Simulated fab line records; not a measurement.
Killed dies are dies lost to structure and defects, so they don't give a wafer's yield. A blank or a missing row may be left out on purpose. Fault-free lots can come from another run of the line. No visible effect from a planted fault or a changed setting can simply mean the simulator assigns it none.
Chamber matching	flow berkeleyCmos170	rieDiel-04 running UCB170_NWELL_ETCH_13: 4 sister chambers
The step etches Si3N4 in CH3F/Ar/O2, stops on SiO2, target depth 246.4 nm, time 154 s. 18 wafers are shown with their chamber, then 9 later ones without.

== WAFERS, EACH WITH ITS CHAMBER ==
wafer	chamber	drypumpMotorCurrentA (A)	throttleValvePct (%)	oesProductAu (a.u.)
L926.1	1	6.7	8.25	0.923
L926.5	1	6.7	8.25	0.926
L926.6	2	5.6	7.89	0.938
L927.2	0	5.4	8.20	0.954
L927.4	1	6.7	8.25	0.913
L927.5	0	5.3	8.18	0.954
L930.1	2	5.6	7.89	0.919
L930.4	2	5.6	7.89	0.931
L930.6	0	5.3	8.19	0.946
L929.4	1	6.7	8.25	0.911
L929.5	0	5.4	8.20	0.948
L929.6	2	5.6	7.90	0.921
L932.2	0	5.3	8.20	0.956
L932.4	0	5.4	8.19	0.951
L932.5	1	6.7	8.23	0.914
L939.2	1	6.7	8.26	0.910
L939.3	3	5.8	8.14	0.938
L939.6	3	5.8	8.13	0.941

SIGNATURES (averages over the wafers above)
reading	chamber 0	chamber 1	chamber 2	chamber 3	scatter within a chamber
drypumpMotorCurrentA	5.350	6.700	5.600	5.800	0.0327
throttleValvePct	8.1933	8.2483	7.8925	8.1350	0.0082
oesProductAu	0.95150	0.91617	0.92725	0.93950	0.00621
Rule: for each reading, subtract the chamber's mean from the wafer's reading, divide by that reading's scatter and square the result; add these up over the readings and take the root, which gives the wafer's distance from the chamber. The wafer belongs to the nearest chamber; if the next one is less than 2 further off, it can't be placed. How the scatter is found: for the shown wafers, subtract from each reading the mean of its chamber, square and add these, divide the total by (wafers less chambers), then take the root.

== WAFERS WITHOUT THEIR CHAMBER ==
wafer	drypumpMotorCurrentA (A)	throttleValvePct (%)	oesProductAu (a.u.)
L943.2	6.7	8.25	0.909
L943.4	5.3	8.20	0.950
L943.5	5.6	7.89	0.934
L945.1	5.3	8.19	0.933
L945.2	5.6	7.87	0.918
L945.5	6.7	8.26	0.918
L947.1	6.7	8.25	0.917
L947.3	5.6	7.90	0.916
L947.5	5.4	8.20	0.950

== WHICH CHAMBER EACH ONE RAN IN ==
wafer	from the rows above	in truth
L943.2	1	1
L943.4	0	0
L943.5	2	2
L945.1	0	0
L945.2	2	2
L945.5	1	1
L947.1	1	1
L947.3	2	2
L947.5	0	0
Correct placement for 9 of the 9. Left unplaced by these rows: 0. Wrongly placed: 0.
